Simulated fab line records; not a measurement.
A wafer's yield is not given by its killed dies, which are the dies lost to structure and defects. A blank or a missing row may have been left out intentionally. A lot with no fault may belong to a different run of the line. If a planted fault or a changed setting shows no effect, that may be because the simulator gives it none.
fab line records + flow berkeleyCmos170 + part 2 of 2: steps 28 to 37 of 37
[record]
- lots = 5
- wafers = 15
- lastDay = 11
route steps=331 shown NSD@195 BACKSIDE@199 SDANNEAL@204 PSD@206 PLDD@208 NLDD@209 SILICIDE@210 CONTACT@216
lots that met no fault: taken from a fault-free run of the same line
startH: hours from the record's first day to the start of the lot's first wafer shown + waitH: hours elapsed since this lot's preceding step + " same as the row above + L1.1+2: a row that stands for several wafers + - either no value or no given start + * or withheld: withheld + < > ~ a bound
route shown NAME@n: names a module that has steps shown in the file, with the first one's number in the route + usual: mean and standard deviation over wafers with no fault + same: alike in all rows + chamber/n: place in a boat + sites: the reading at each site + _std_site: their standard deviation + _edge_site: mean of outer sites minus mean of inner sites + radiusMm: how far each site lies from the wafer's centre + mask NAME#n: copy n + behind: the most recent tool/chamber to have shaped the wafer + hold: the reason the lot was held/the length of the hold in hours/how it ended + device: the transistor (n, p or np) that didn't switch + end of line: the same wafers' tests at the end of the route + step lacking rows: just its recipe + killed: not the wafer's yield, but the dies lost to structure and defects at the first sort + map: a wafer's dies, x killed, . not, _ none there
set.NAME: setting as actually run; set.NAME@STEP: the setting as run at that earlier step + model.NAME: the simulator's own value behind a step, which no gauge read
certain route steps with their lots: each step a table, each wafer a row
services: when a tool's chamber went out of use (startH, in hours from the record's first day, below 0 if earlier), for how many hours, and the reason
[[steps]]
[step UCB170_CONTACT_STRIP_06]
[recipe]
- chemistry = O2
- powerW = 400
- pressureMtorr = 3500
- platenTempC = withheld
- o2FlowSccm = 400
- overashFraction = 0.5
[usual]
- drypumpMotorCurrentA = 5.58/0.26
- oesProductAu = 0.734/0.0047
- stripTimeToEndpointS = 21.97/0.077
| lot.wafer | tool           | chamber | startH | waitH | drypumpMotorCurrentA | oesProductAu | rfHoursCounterH | stripTimeToEndpointS |
|-----------|----------------|---------|--------|-------|----------------------|--------------|-----------------|----------------------|
| L077.1    | plasmaAsher-02 | 0       | 152.39 | 0.1   | 5.56                 | 0.732        | 39              | 21.97                |
| L077.2    | "              | 1       | "      | "     | 5.51                 | 0.740        | 39              | 22.09                |
| L077.3    | "              | 1       | "      | "     | 5.51                 | 0.739        | -               | 22.07                |
| L085.1    | plasmaAsher-04 | 0       | 193.65 | 0.1   | 6.01                 | 0.732        | 55              | 22.03                |
| L085.3    | "              | 0       | "      | "     | 6.05                 | 0.738        | -               | 21.99                |
| L085.6    | "              | 0       | "      | "     | 6.05                 | 0.740        | -               | 21.97                |
| L086.1    | plasmaAsher-03 | 0       | 195.59 | 0.1   | 5.44                 | 0.732        | 9               | 22.01                |
| L086.3    | "              | 1       | "      | "     | 5.70                 | 0.736        | -               | 22.05                |
| L086.6    | "              | 0       | "      | "     | 5.42                 | 0.728        | -               | 22.07                |
| L090.1    | plasmaAsher-02 | 1       | 224.72 | 0.1   | 5.50                 | 0.729        | 47              | 21.92                |
| L090.4    | "              | 1       | "      | "     | 5.56                 | 0.746        | -               | 21.97                |
| L090.6    | "              | 0       | "      | "     | 5.52                 | 0.730        | -               | 21.91                |
| L095.3    | plasmaAsher-03 | 0       | 251.73 | 0.1   | 5.42                 | 0.739        | -               | 21.93                |
| L095.4    | "              | 1       | "      | "     | 5.71                 | 0.733        | -               | 21.87                |
| L095.6    | "              | 1       | "      | "     | 5.73                 | 0.728        | -               | 21.88                |
[step UCB170_CONTACT_CLEAN_07]
[recipe]
- chemistry = SPM
- tempC = 120
- timeS = 600
| lot.wafer  | tool        | chamber | startH | waitH |
|------------|-------------|---------|--------|-------|
| L077.1+2+3 | wetBench-04 | 2       | 152.49 | 0.1   |
| L085.1+3+6 | wetBench-04 | 0       | 193.75 | 0.1   |
| L086.1+3+6 | wetBench-01 | 0       | 197.29 | 1.7   |
| L090.1+4+6 | wetBench-04 | 1       | 224.93 | 0.2   |
| L095.3+4+6 | wetBench-03 | 3       | 251.79 | 0.0   |
[step UCB170_CONTACT_RTA_08]
[recipe]
- tempC = 900
- timeS = 10
- ambient = N2
[usual]
- lampPowerPct = 24/3.2
- wafer_temp_C_max = 904.6/0.89
| lot.wafer | tool         | chamber | startH | waitH | lampPowerPct | wafer_temp_C_max |
|-----------|--------------|---------|--------|-------|--------------|------------------|
| L077.1    | rtpAnneal-01 | 0       | 152.66 | 0.0   | 21           | 904.8            |
| L077.2    | "            | 0       | "      | "     | 21           | 905.2            |
| L077.3    | "            | 0       | "      | "     | 21           | 904.3            |
| L085.1    | rtpAnneal-01 | 0       | 193.92 | 0.0   | 21           | 906.1            |
| L085.3    | "            | 0       | "      | "     | 21           | 906.0            |
| L085.6    | "            | 0       | "      | "     | 21           | 904.8            |
| L086.1    | rtpAnneal-02 | 0       | 197.46 | 0.0   | 27           | 905.5            |
| L086.3    | "            | 0       | "      | "     | 27           | 903.3            |
| L086.6    | "            | 0       | "      | "     | 27           | 904.9            |
| L090.1    | rtpAnneal-02 | 0       | 225.11 | 0.0   | 27           | 905.7            |
| L090.4    | "            | 0       | "      | "     | 27           | 906.2            |
| L090.6    | "            | 0       | "      | "     | 27           | 905.9            |
| L095.3    | rtpAnneal-02 | 0       | 251.99 | 0.0   | 27           | 904.6            |
| L095.4    | "            | 0       | "      | "     | 27           | 904.7            |
| L095.6    | "            | 0       | "      | "     | 27           | 904.1            |
[step UCB170_CONTACT_COAT_09]
[recipe]
- resist = BARC
- tempC = withheld
- timeS = withheld
- spinRpm = 3000
- resistThkNm = withheld
[usual]
- dispensePressureKPa = 50/5.2
| lot.wafer | tool          | chamber | startH | waitH | dispensePressureKPa |
|-----------|---------------|---------|--------|-------|---------------------|
| L077.1    | lithoTrack-01 | 0       | 152.73 | 0.1   | 53                  |
| L077.2    | "             | 0       | "      | "     | 53                  |
| L077.3    | "             | 0       | "      | "     | 53                  |
| L085.1    | lithoTrack-01 | 0       | 194.06 | 0.1   | 53                  |
| L085.3    | "             | 0       | "      | "     | 53                  |
| L085.6    | "             | 0       | "      | "     | 53                  |
| L086.1    | lithoTrack-01 | 0       | 197.53 | 0.1   | 53                  |
| L086.3    | "             | 0       | "      | "     | 53                  |
| L086.6    | "             | 0       | "      | "     | 53                  |
| L090.1    | lithoTrack-02 | 0       | 225.17 | 0.1   | 43                  |
| L090.4    | "             | 0       | "      | "     | 43                  |
| L090.6    | "             | 0       | "      | "     | 43                  |
| L095.3    | lithoTrack-04 | 0       | 252.09 | 0.1   | 55                  |
| L095.4    | "             | 0       | "      | "     | 55                  |
| L095.6    | "             | 0       | "      | "     | 55                  |
[step UCB170_CONTACT_COAT_10]
[recipe]
- resist = KrF
- spinRpm = 1500
- resistThkNm = 900
[usual]
- dispensePressureKPa = 50/5.2
| lot.wafer | tool          | chamber | startH | waitH | dispensePressureKPa |
|-----------|---------------|---------|--------|-------|---------------------|
| L077.1    | lithoTrack-01 | 0       | -      | -     | 53                  |
| L077.2    | "             | 0       | "      | "     | 53                  |
| L077.3    | "             | 0       | "      | "     | 53                  |
| L085.1    | lithoTrack-01 | 0       | -      | -     | 53                  |
| L085.3    | "             | 0       | "      | "     | 53                  |
| L085.6    | "             | 0       | "      | "     | 53                  |
| L086.1    | lithoTrack-01 | 0       | -      | -     | 53                  |
| L086.3    | "             | 0       | "      | "     | 53                  |
| L086.6    | "             | 0       | "      | "     | 53                  |
| L090.1    | lithoTrack-02 | 0       | -      | -     | 43                  |
| L090.4    | "             | 0       | "      | "     | 43                  |
| L090.6    | "             | 0       | "      | "     | 43                  |
| L095.3    | lithoTrack-04 | 0       | -      | -     | 55                  |
| L095.4    | "             | 0       | "      | "     | 55                  |
| L095.6    | "             | 0       | "      | "     | 55                  |
[step UCB170_CONTACT_SOFTBAKE_11]
[recipe]
- resist = KrF
- tempC = 130
- timeS = 60
[usual]
- heaterPowerTotalW = 56.80/0.045
| lot.wafer | tool          | chamber | startH | waitH | heaterPowerTotalW |
|-----------|---------------|---------|--------|-------|-------------------|
| L077.1    | lithoTrack-01 | 0       | -      | -     | 56.89             |
| L077.2    | "             | 0       | "      | "     | 56.85             |
| L077.3    | "             | 0       | "      | "     | 56.86             |
| L085.1    | lithoTrack-01 | 0       | -      | -     | 56.70             |
| L085.3    | "             | 0       | "      | "     | 56.79             |
| L085.6    | "             | 0       | "      | "     | 56.87             |
| L086.1    | lithoTrack-01 | 0       | -      | -     | 56.90             |
| L086.3    | "             | 0       | "      | "     | 56.78             |
| L086.6    | "             | 0       | "      | "     | 56.81             |
| L090.1    | lithoTrack-02 | 0       | -      | -     | 56.84             |
| L090.4    | "             | 0       | "      | "     | 56.83             |
| L090.6    | "             | 0       | "      | "     | 56.73             |
| L095.3    | lithoTrack-04 | 0       | -      | -     | 56.79             |
| L095.4    | "             | 0       | "      | "     | 56.78             |
| L095.6    | "             | 0       | "      | "     | 56.86             |
[step UCB170_CONTACT_EXPOSE_12]
[recipe]
- maskId = CONT
- targetCdNm = 700
- na = 0.5
- sigmaOuter = 0.6
- sourceShape = conventional
- doseMj = 35
[usual]
- stageVelMmS = 499.94/0.25
| lot.wafer | tool          | chamber | startH | waitH | mask   | stageVelMmS |
|-----------|---------------|---------|--------|-------|--------|-------------|
| L077.1    | krfScanner-02 | 0       | 153.30 | -     | CONT#0 | 500.11      |
| L077.2    | "             | 0       | "      | "     | CONT#0 | 499.99      |
| L077.3    | "             | 0       | "      | "     | CONT#0 | 500.24      |
| L085.1    | krfScanner-01 | 0       | 194.51 | -     | CONT#0 | 499.54      |
| L085.3    | "             | 0       | "      | "     | CONT#0 | 500.07      |
| L085.6    | "             | 0       | "      | "     | CONT#0 | 499.79      |
| L086.1    | krfScanner-01 | 0       | 198.11 | -     | CONT#0 | 499.64      |
| L086.3    | "             | 0       | "      | "     | CONT#0 | 499.92      |
| L086.6    | "             | 0       | "      | "     | CONT#0 | 499.98      |
| L090.1    | krfScanner-01 | 0       | 225.75 | -     | CONT#0 | 499.77      |
| L090.4    | "             | 0       | "      | "     | CONT#0 | 499.73      |
| L090.6    | "             | 0       | "      | "     | CONT#0 | 499.63      |
| L095.3    | krfScanner-02 | 0       | 252.70 | -     | CONT#0 | 499.85      |
| L095.4    | "             | 0       | "      | "     | CONT#0 | 499.98      |
| L095.6    | "             | 0       | "      | "     | CONT#0 | 499.77      |
[step UCB170_CONTACT_PEB_13]
[recipe]
- pebTempC = 130
- pebTimeS = withheld
- resist = KrF
[usual]
- heaterPowerTotalW = 56.81/0.048
| lot.wafer | tool          | chamber | startH | waitH | heaterPowerTotalW |
|-----------|---------------|---------|--------|-------|-------------------|
| L077.1    | lithoTrack-04 | 0       | 153.78 | 0.5   | 56.82             |
| L077.2    | "             | 0       | "      | "     | 56.80             |
| L077.3    | "             | 0       | "      | "     | 56.85             |
| L085.1    | lithoTrack-02 | 0       | 194.62 | 0.1   | 56.89             |
| L085.3    | "             | 0       | "      | "     | 56.81             |
| L085.6    | "             | 0       | "      | "     | 56.76             |
| L086.1    | lithoTrack-02 | 0       | 198.27 | 0.1   | 56.75             |
| L086.3    | "             | 0       | "      | "     | 56.92             |
| L086.6    | "             | 0       | "      | "     | 56.82             |
| L090.1    | lithoTrack-04 | 0       | 225.90 | 0.1   | 56.74             |
| L090.4    | "             | 0       | "      | "     | 56.86             |
| L090.6    | "             | 0       | "      | "     | 56.85             |
| L095.3    | lithoTrack-02 | 0       | 252.88 | 0.2   | 56.85             |
| L095.4    | "             | 0       | "      | "     | 56.82             |
| L095.6    | "             | 0       | "      | "     | 56.76             |
[step UCB170_CONTACT_DEVELOP_14]
[recipe]
- developer = TMAH
- developTimeS = 45
- resist = KrF
- devTempC = 21
| lot.wafer  | tool          | chamber | startH | waitH |
|------------|---------------|---------|--------|-------|
| L077.1+2+3 | lithoTrack-04 | 0       | -      | -     |
| L085.1+3+6 | lithoTrack-02 | 0       | -      | -     |
| L086.1+3+6 | lithoTrack-02 | 0       | -      | -     |
| L090.1+4+6 | lithoTrack-04 | 0       | -      | -     |
| L095.3+4+6 | lithoTrack-02 | 0       | -      | -     |
[step UCB170_CONTACT_CD_MEAS_15]
[recipe]
- targetCdNm = 700
[usual]
- cdNm = 699.8/1.3
| lot.wafer | tool     | chamber | startH | waitH | cdNm  |
|-----------|----------|---------|--------|-------|-------|
| L077.1    | cdSem-02 | -       | 154.06 | -     | 700.4 |
| L077.2    | "        | -       | "      | "     | 699.9 |
| L077.3    | "        | -       | "      | "     | 700.6 |
| L085.1    | cdSem-01 | -       | 194.90 | -     | 701.1 |
| L085.3    | "        | -       | "      | "     | 700.8 |
| L085.6    | "        | -       | "      | "     | 700.2 |
| L086.1    | cdSem-01 | -       | 198.54 | -     | 700.5 |
| L086.3    | "        | -       | "      | "     | 698.6 |
| L086.6    | "        | -       | "      | "     | 700.0 |
| L090.1    | cdSem-02 | -       | 226.17 | -     | 699.6 |
| L090.4    | "        | -       | "      | "     | 699.4 |
| L090.6    | "        | -       | "      | "     | 700.2 |
| L095.3    | cdSem-01 | -       | 253.14 | -     | 700.0 |
| L095.4    | "        | -       | "      | "     | 698.8 |
| L095.6    | "        | -       | "      | "     | 700.1 |
[[services]]
| tool           | chamber | startH | hours | kind   |
|----------------|---------|--------|-------|--------|
| krfScanner-01  | -       | 128.88 | 0.6   | repair |
| plasmaAsher-03 | -       | 161.00 | 4.3   | pm     |
| pvdSputter-02  | -       | 163.29 | 8.2   | repair |
| lpcvd-02       | -       | 167.03 | 0.8   | repair |
| plasmaAsher-01 | -       | 168.90 | 10.0  | pm     |
| krfScanner-01  | -       | 182.40 | 1.9   | repair |
| implanter-04   | -       | 189.31 | 1.3   | repair |
| plasmaAsher-03 | -       | 192.07 | 1.9   | repair |
| plasmaAsher-02 | -       | 205.49 | 1.3   | repair |
| krfScanner-02  | -       | 211.42 | 1.6   | repair |
| krfScanner-01  | -       | 216.96 | 3.3   | repair |
| implanter-04   | -       | 228.90 | 0.6   | repair |
| pvdSputter-02  | -       | 229.64 | 12.9  | repair |
| krfScanner-02  | -       | 230.42 | 1.3   | pm     |
| implanter-04   | -       | 232.56 | 6.0   | repair |
| krfScanner-01  | -       | 233.52 | 0.8   | pm     |
| krfScanner-02  | -       | 236.55 | 4.0   | pm     |
| krfScanner-02  | -       | 240.57 | 1.0   | pm     |
